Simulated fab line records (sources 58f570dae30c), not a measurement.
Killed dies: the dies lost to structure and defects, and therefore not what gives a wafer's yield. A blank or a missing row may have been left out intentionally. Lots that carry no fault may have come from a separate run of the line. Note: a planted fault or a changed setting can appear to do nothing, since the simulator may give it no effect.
The tool behind it: which one? -- flow berkeleyCmos170 -- 14 lots with 40 wafers sampled at 5 steps, on a route of 331 steps

## WHAT EACH GAUGE READ, for each wafer
UCB170_FIELD_THK_MEAS_90. Usual: FIELD_OXIDE_LEFT_1_THK gives 438 nm (standard deviation 12).
lot,measured,on,FIELD_OXIDE_LEFT_1_THK (nm),flag
L881,day 5 09:21,filmMetro-03,431 425 425,
L882,day 5 09:20,filmMetro-02,438 428 437,
L883,day 5 16:37,filmMetro-04,458 443 450,
L884,day 5 23:18,filmMetro-04,450 458 443,
L886,day 6 16:00,filmMetro-04,438 442 438,
L888,day 6 23:28,filmMetro-03,440 436 437,
L889,day 6 23:25,filmMetro-03,434 423 422,
L890,day 6 23:28,filmMetro-04,425 426 422,
L893,day 8 06:24,filmMetro-03,423,
L894,day 8 06:18,filmMetro-03,433 437 423,
L897,day 8 17:50,filmMetro-04,435 436 433,
L898,day 8 22:33,filmMetro-04,469 461 471,
L899,day 9 11:03,filmMetro-04,442 444 448,
L901,day 10 03:26,filmMetro-02,446 456 449,

UCB170_V2_CD_MEAS_12: target cd 700 nm. Usual: cdNm at 700.1 nm, with a standard deviation of 1.6.
lot,measured,on,cdNm (nm),flag
L881,day 7 22:17,cdSem-02,701.1 699.5 699.8,
L882,day 7 21:34,cdSem-02,699.6 699.6 699.0,
L883,day 8 13:06,cdSem-02,702.7 702.2 702.5,
L884,day 8 13:24,cdSem-01,699.6 700.2 699.5,
L886,day 9 09:01,cdSem-02,698.5 698.4 700.4,
L888,day 9 18:55,cdSem-02,699.0 699.2 698.3,
L889,day 9 19:14,cdSem-01,698.2 697.8 697.5,
L890,day 9 19:56,cdSem-02,699.6 697.4 697.7,
L893,day 11 07:32,cdSem-01,740.0 740.2,OFF
L894,day 11 00:29,cdSem-01,743.6 744.9 742.5 743.5 744.4 742.0,OFF
L897,day 11 16:06,cdSem-01,700.9 700.8 702.4,
L898,day 12 02:50,cdSem-02,703.2 703.5 702.5,
L899,day 12 09:20,cdSem-01,699.7 699.2 699.9,
L901,day 12 20:26,cdSem-02,697.5 698.1 698.4,

UCB170_M3_CD_MEAS_90: target cd 700 nm. Usual: cdNm at 699.3 nm, with a standard deviation of 2.8.
lot,measured,on,cdNm (nm),flag
L881,day 8 01:47,cdSem-02,693.2 696.0 694.3,
L882,day 8 00:42,cdSem-01,703.1 703.3 702.9,
L883,day 8 16:19,cdSem-02,695.8 696.3 699.9,
L884,day 8 16:39,cdSem-01,697.1 698.0 695.7,
L886,day 9 11:58,cdSem-01,699.6 698.4 696.5,
L888,day 9 22:13,cdSem-02,700.7 698.7 695.5,
L889,day 9 22:31,cdSem-02,699.3 702.6 697.3,
L890,day 9 23:13,cdSem-01,698.2 696.8 697.7,
L893,day 11 12:54,cdSem-02,694.2,
L894,day 11 11:21,cdSem-02,702.0 699.3 697.8,
L897,day 11 20:47,cdSem-01,696.5 699.3 695.7,
L898,day 12 06:07,cdSem-02,695.4 695.5 697.3,
L899,day 12 12:35,cdSem-01,696.5 698.9 697.0,
L901,day 12 23:47,cdSem-02,700.5 700.2 697.5,

## WHAT TOOL EACH LOT RAN ON (gives the tool, then ch and the chambers of the sampled wafers, and finally the start)
lot,UCB170_PFIELD_STRIP_08,UCB170_V2_EXPOSE_09
L881,"plasmaAsher-03 ch 0,1, day 4 20:00","krfScanner-01 ch 0, day 7 21:54"
L882,"plasmaAsher-04 ch 0, day 4 20:38","krfScanner-02 ch 0, day 7 21:05"
L883,"plasmaAsher-03 ch 0,1, day 5 04:23","krfScanner-01 ch 0, day 8 12:38"
L884,"plasmaAsher-01 ch 0,1, day 5 09:43","krfScanner-02 ch 0, day 8 13:01"
L886,"plasmaAsher-04 ch 1, day 6 03:02","krfScanner-02 ch 0, day 9 08:23"
L888,"plasmaAsher-04 ch 0,1, day 6 09:37","krfScanner-02 ch 0, day 9 18:31"
L889,"plasmaAsher-01 ch 0,1, day 6 09:53","krfScanner-01 ch 0, day 9 18:50"
L890,"plasmaAsher-01 ch 0,1, day 6 10:10","krfScanner-02 ch 0, day 9 19:33"
L893,"plasmaAsher-03 ch 1, day 7 16:37","krfScanner-01 ch 0, day 11 07:08"
L894,"plasmaAsher-01 ch 0,1, day 7 16:49","krfScanner-01 ch 0, day 11 00:03"
L897,"plasmaAsher-04 ch 0,1, day 8 04:22","krfScanner-02 ch 0, day 11 15:38"
L898,"plasmaAsher-04 ch 0,1, day 8 08:12","krfScanner-02 ch 0, day 12 02:14"
L899,"plasmaAsher-01 ch 0,1, day 8 18:26","krfScanner-02 ch 0, day 12 08:56"
L901,"plasmaAsher-01 ch 0,1, day 9 09:40","krfScanner-02 ch 0, day 12 19:43"
- UCB170_PFIELD_STRIP_08: strips in O2.
- UCB170_V2_EXPOSE_09: exposes mask VIA2, target cd 700 nm.

## WHAT THE TOOLS THEMSELVES READ (means of the sampled wafers that have a number; where no wafer has one, the mark that the record gives instead)
UCB170_PFIELD_STRIP_08. Usual: drypumpMotorCurrentA 5.7 A, standard deviation 0.39; oesProductAu 0.735 a.u., standard deviation 0.0045; stripTimeToEndpointS 21.65 s, standard deviation 0.066.
lot,tool,drypumpMotorCurrentA (A),oesProductAu (a.u.),stripTimeToEndpointS (s),flag
L881,plasmaAsher-03,6.2,0.734,21.62,
L882,plasmaAsher-04,5.5,0.736,21.68,
L883,plasmaAsher-03,6.1,0.728,21.58,
L884,plasmaAsher-01,5.2,0.735,21.65,
L886,plasmaAsher-04,5.9,0.738,21.61,
L888,plasmaAsher-04,5.8,0.734,21.63,
L889,plasmaAsher-01,5.5,0.735,21.56,
L890,plasmaAsher-01,5.2,0.732,21.69,
L893,plasmaAsher-03,5.8,0.736,21.73,
L894,plasmaAsher-01,5.2,0.737,21.70,
L897,plasmaAsher-04,5.8,0.729,21.69,
L898,plasmaAsher-04,5.7,0.735,21.63,
L899,plasmaAsher-01,5.5,0.732,21.57,
L901,plasmaAsher-01,5.2,0.737,21.66,

UCB170_V2_EXPOSE_09. Usual: exposureDoseMJCm2 36.99, standard deviation 0.033; reticleTempC 22.99 C, standard deviation 0.12.
lot,tool,exposureDoseMJCm2,reticleTempC (C),flag
L881,krfScanner-01,36.99,23.20,
L882,krfScanner-02,36.97,23.15,
L883,krfScanner-01,36.97,22.94,
L884,krfScanner-02,37.01,22.91,
L886,krfScanner-02,37.00,22.98,
L888,krfScanner-02,36.95,22.92,
L889,krfScanner-01,37.00,23.17,
L890,krfScanner-02,36.97,22.88,
L893,krfScanner-01,46.49,22.84,OFF
L894,krfScanner-01,47.55,23.04,OFF
L897,krfScanner-02,37.02,22.81,
L898,krfScanner-02,36.97,23.08,
L899,krfScanner-02,36.99,22.86,
L901,krfScanner-02,36.94,23.15,

## THE ANSWER, worked out from the rows above alone
Rule: a lot is off if the mean of its wafers that have a number lies more than 3 standard deviations from the usual mean. A lot without any number at a reading at which 4 lots or more have one is off too. Any other lot the step has rows for is counted as sound. After the gauges, taken in route order, come the tools' own readings; for these a lot's mean is taken, as printed above. At the first step where some lot is off, the reading lying furthest off is the one used; lots without a number count as furthest.
Off: L893, L894 (UCB170_V2_CD_MEAS_12, cdNm).
If a tool, at a process step before that reading, ran all the lots that are off and no sound lot after the first of them, it fits. Not tried: the gauges at UCB170_V2_CD_MEAS_12; whatever is off there is also off at UCB170_V2_EXPOSE_09, on other tools, and gauge error can't account for it. One candidate fits, namely krfScanner-01 at UCB170_V2_EXPOSE_09. A fault onset in the window from L889 (day 9 18:50, its last sound lot) to L894 (day 11 00:03, its first lot off) fits.
On the lots that are off, the tool's own readings at UCB170_V2_EXPOSE_09 differ by more than 5 times the standard deviation of the sound lots' means, which bears it out; exposureDoseMJCm2 reads 47.02 there versus 36.98 on the sound lots.

## WHAT THE SIMULATOR PUT IN
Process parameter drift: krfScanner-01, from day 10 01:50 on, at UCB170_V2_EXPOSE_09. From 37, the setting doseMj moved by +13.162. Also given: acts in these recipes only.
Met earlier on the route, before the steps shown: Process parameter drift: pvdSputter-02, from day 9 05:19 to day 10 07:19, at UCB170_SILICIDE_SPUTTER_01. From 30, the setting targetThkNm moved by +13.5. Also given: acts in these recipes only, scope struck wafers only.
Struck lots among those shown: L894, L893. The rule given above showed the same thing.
